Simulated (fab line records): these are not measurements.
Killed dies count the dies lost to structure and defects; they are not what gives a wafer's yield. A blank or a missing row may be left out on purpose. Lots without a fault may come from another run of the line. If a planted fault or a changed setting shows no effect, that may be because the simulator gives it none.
One fault seen from 2 desks	flow berkeley cmos170	only its own numbers are on each desk; what lay behind them is given at the end

== FOR THE TOOL OWNER'S DESK: implanter-02 ==
For each lot that ran on this tool, the mean over its sampled wafers that have a number, from the tool's own readings at UCB170_PWELL_IMPLANT_15. A lot is out of limits, marked OUT, if its mean lies more than 4 standard deviations from the usual mean; the brackets give that distance.
Columns: A = beam energy keV at UCB170_PWELL_IMPLANT_15, usual 60.000
lot	first seen here	A
L246	day 3 16:20	60.007
L249	day 3 22:29	59.974
L256	day 5 18:08	60.008
L259	day 6 07:14	59.985
L261	day 6 17:34	60.009
This desk's finding: nothing out of limits on any of the 5 lots.

== THE METROLOGY DESK ==
What the gauges read for every lot (on any tool): the sampled wafers with a number, averaged. A lot is out of limits, marked OUT, if its mean lies more than 4 standard deviations from the usual mean; the brackets give that distance. Readings shown: 7 of its 10, picked as those furthest out on some lot.
Columns: A = PWELL_NITRIDE_THK at UCB170_PWELL_THK_MEAS_06, usual 220.3 nm; B = PWELL_TW at UCB170_PWELL_TW_MEAS_17, usual 382; C = WELLDRIVE_OXIDE_THK at UCB170_WELLDRIVE_THK_MEAS_02, usual 200.0 nm; D = ACTIVE_OXIDE_THK at UCB170_ACTIVE_THK_MEAS_03, usual 26.2 nm; E = ACTIVE_NITRIDE_THK at UCB170_ACTIVE_THK_MEAS_06, usual 220.5 nm; F = cd nm at UCB170_ACTIVE_CD_MEAS_13, usual 1200.0 nm; G = ACTIVE_OVL at UCB170_ACTIVE_OVL_MEAS_14, usual 3 nm
lot	first seen here	A	B	C	D	E	F	G
L246	day 3 05:43	220.0	382	198.3	26.9	222.2	1199.4	10
L247	day 3 13:57	219.3	385	199.8	26.3	221.7	1198.3	7
L249	day 3 13:58	219.7	388	195.4	26.5	219.2	1201.3	7
L253	day 4 10:10	215.9	381	196.9	26.0	223.8	1200.4	10
L256	day 5 08:17	220.1	376	199.2	26.8	222.5	1199.5	4
L259	day 5 21:44	220.4	382	203.8	26.0	222.5	1200.0	1
L261	day 6 08:57	220.7	377	204.6	26.9	222.6	1201.2	-10
This desk's finding: nothing out of limits on any of the 7 lots.

== BROUGHT TOGETHER ==
The desk of the tool owner found nothing out of limits.
At the metrology desk, nothing out of limits was observed.

== WHAT HAD BEEN PUT IN BY THE SIMULATOR ==
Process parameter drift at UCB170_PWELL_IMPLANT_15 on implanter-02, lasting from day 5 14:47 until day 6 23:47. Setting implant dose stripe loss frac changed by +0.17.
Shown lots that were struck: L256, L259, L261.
